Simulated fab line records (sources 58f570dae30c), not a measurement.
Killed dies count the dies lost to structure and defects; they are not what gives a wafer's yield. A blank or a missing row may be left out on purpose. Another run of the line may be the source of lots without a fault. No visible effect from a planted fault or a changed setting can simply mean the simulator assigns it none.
Lot-split experiment :: flow berkeley cmos170 :: on a route of 331 steps: 5 lots, 23 wafers read

## ON THE SPLIT
At UCB170_V1_CVD_00 (deposits SiO2 from TEOS/O2, target thk 2000 nm, time 250 s), the setting time s was moved away from the recipe's 250 s on 10 of the 23 wafers read, by -4.5% to +14.2%. This setting was run at the recipe's value on the other wafers.

The file shows no step between the split and the reading.

## THE READING
Values of V1_TEOS_THK in nm from UCB170_V1_THK_MEAS_01. A value of 1997 nm with a standard deviation of 37 nm is what fault-free wafers of this fab line usually give.

wafer: L074.1
tool, chamber at the split: pecvd-03, 0,1,0
time s as run, s: 250
against the recipe: recipe
V1_TEOS_THK, nm: 1952
against lot-mates on the recipe: -

wafer: L074.3
tool, chamber at the split: pecvd-03, 2
time s as run, s: 275.3
against the recipe: +10.1%
V1_TEOS_THK, nm: 2113
against lot-mates on the recipe: +147

wafer: L074.4
tool, chamber at the split: pecvd-03, 0,1,0
time s as run, s: 250
against the recipe: recipe
V1_TEOS_THK, nm: 1998
against lot-mates on the recipe: -

wafer: L074.5
tool, chamber at the split: pecvd-03, 0,1,0
time s as run, s: 250
against the recipe: recipe
V1_TEOS_THK, nm: 1949
against lot-mates on the recipe: -

wafer: L074.6
tool, chamber at the split: pecvd-03, 2
time s as run, s: 275.3
against the recipe: +10.1%
V1_TEOS_THK, nm: 2138
against lot-mates on the recipe: +172

wafer: L075.1
tool, chamber at the split: pecvd-02, 0,2,0
time s as run, s: 250
against the recipe: recipe
V1_TEOS_THK, nm: 1980
against lot-mates on the recipe: -

wafer: L075.3
tool, chamber at the split: pecvd-02, 2,1
time s as run, s: 285.6
against the recipe: +14.2%
V1_TEOS_THK, nm: 2263
against lot-mates on the recipe: +262

wafer: L075.4
tool, chamber at the split: pecvd-02, 0,2,0
time s as run, s: 250
against the recipe: recipe
V1_TEOS_THK, nm: 1987
against lot-mates on the recipe: -

wafer: L075.5
tool, chamber at the split: pecvd-02, 2,1
time s as run, s: 285.6
against the recipe: +14.2%
V1_TEOS_THK, nm: 2307
against lot-mates on the recipe: +306

wafer: L075.6
tool, chamber at the split: pecvd-02, 0,2,0
time s as run, s: 250
against the recipe: recipe
V1_TEOS_THK, nm: 2035
against lot-mates on the recipe: -

wafer: L077.1
tool, chamber at the split: pecvd-02, 2,0,0
time s as run, s: 250
against the recipe: recipe
V1_TEOS_THK, nm: 1987
against lot-mates on the recipe: -

wafer: L077.2
tool, chamber at the split: pecvd-02, 2,0,0
time s as run, s: 250
against the recipe: recipe
V1_TEOS_THK, nm: 2011
against lot-mates on the recipe: -

wafer: L077.6
tool, chamber at the split: pecvd-02, 2,0,0
time s as run, s: 250
against the recipe: recipe
V1_TEOS_THK, nm: 2053
against lot-mates on the recipe: -

wafer: L082.1
tool, chamber at the split: pecvd-04, 1,0,1
time s as run, s: 261.3
against the recipe: +4.5%
V1_TEOS_THK, nm: 2018
against lot-mates on the recipe: +21

wafer: L082.3
tool, chamber at the split: pecvd-04, 1,0,1
time s as run, s: 261.3
against the recipe: +4.5%
V1_TEOS_THK, nm: 2102
against lot-mates on the recipe: +105

wafer: L082.4
tool, chamber at the split: pecvd-04, 0,2
time s as run, s: 250
against the recipe: recipe
V1_TEOS_THK, nm: 2014
against lot-mates on the recipe: -

wafer: L082.5
tool, chamber at the split: pecvd-04, 1,0,1
time s as run, s: 261.3
against the recipe: +4.5%
V1_TEOS_THK, nm: 2062
against lot-mates on the recipe: +65

wafer: L082.6
tool, chamber at the split: pecvd-04, 0,2
time s as run, s: 250
against the recipe: recipe
V1_TEOS_THK, nm: 1980
against lot-mates on the recipe: -

wafer: L085.1
tool, chamber at the split: pecvd-04, 1,0,2
time s as run, s: 238.7
against the recipe: -4.5%
V1_TEOS_THK, nm: 1885
against lot-mates on the recipe: -133

wafer: L085.2
tool, chamber at the split: pecvd-04, 2,1
time s as run, s: 250
against the recipe: recipe
V1_TEOS_THK, nm: 2017
against lot-mates on the recipe: -

wafer: L085.3
tool, chamber at the split: pecvd-04, 1,0,2
time s as run, s: 238.7
against the recipe: -4.5%
V1_TEOS_THK, nm: 1962
against lot-mates on the recipe: -56

wafer: L085.4
tool, chamber at the split: pecvd-04, 1,0,2
time s as run, s: 238.7
against the recipe: -4.5%
V1_TEOS_THK, nm: 1939
against lot-mates on the recipe: -79

wafer: L085.6
tool, chamber at the split: pecvd-04, 2,1
time s as run, s: 250
against the recipe: recipe
V1_TEOS_THK, nm: 2019
against lot-mates on the recipe: -
Rows listing several chambers each stand for several wafers; the file does not say which wafer went through which chamber.

FIT RESULTS
A straight line over all 23 wafers: V1_TEOS_THK changes by +17.2 nm for each +1% of time s; r = +0.93; the points scatter about the line by 36 nm.
The same after taking each lot's own level away (the mean of its wafers on the recipe; 23 wafers): +18.5 nm for each +1%; r = +0.96; scatter 29 nm.
According to that fit, moving time s by its largest amount changes the reading by 2.6e+02 nm.
The lots' own levels span 1966.3 to 2018.0 nm, that is 1.4 times the standard deviation above.
Consequently the slope shifts little with the lot-to-lot level, the two slopes agreeing.
Check: +259 nm against its lot-mates is what the line predicts for one of the wafers moved furthest among these (+14.2%) when that wafer is left out of the fit. Against them it came out at +262 nm.

## ADDITIONAL SPLITS CARRIED BY THESE WAFERS
Before the reading, these wafers also passed through other splits. Each is held against what the fit with the lots' levels taken away leaves over:
other split on the same wafers: UCB170_PWELL_CVD_05 temp c
wafers away from the commonest value: 15
r with V1_TEOS_THK (lot level and that fit taken away): +0.05

other split on the same wafers: UCB170_ACTIVE_STRIP_16 power w
wafers away from the commonest value: 7
r with V1_TEOS_THK (lot level and that fit taken away): -0.01

other split on the same wafers: UCB170_GATE_OXIDATION_01 temp c
wafers away from the commonest value: 15
r with V1_TEOS_THK (lot level and that fit taken away): -0.01

other split on the same wafers: UCB170_NLDD_EXPOSE_03 dose mj
wafers away from the commonest value: 9
r with V1_TEOS_THK (lot level and that fit taken away): +0.12

other split on the same wafers: UCB170_NSD_IMPLANT_08 energy kev
wafers away from the commonest value: 6
r with V1_TEOS_THK (lot level and that fit taken away): +0.02

other split on the same wafers: UCB170_SILICIDE_SPUTTER_01 power w
wafers away from the commonest value: 10
r with V1_TEOS_THK (lot level and that fit taken away): -0.34

other split on the same wafers: UCB170_CONTACT_CVD_01 sih4 flow sccm
wafers away from the commonest value: 15
r with V1_TEOS_THK (lot level and that fit taken away): -0.01

## FILE'S OWN FIT
V1_TEOS_THK changes by +18.3 nm for each +1% of time s, r = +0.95.
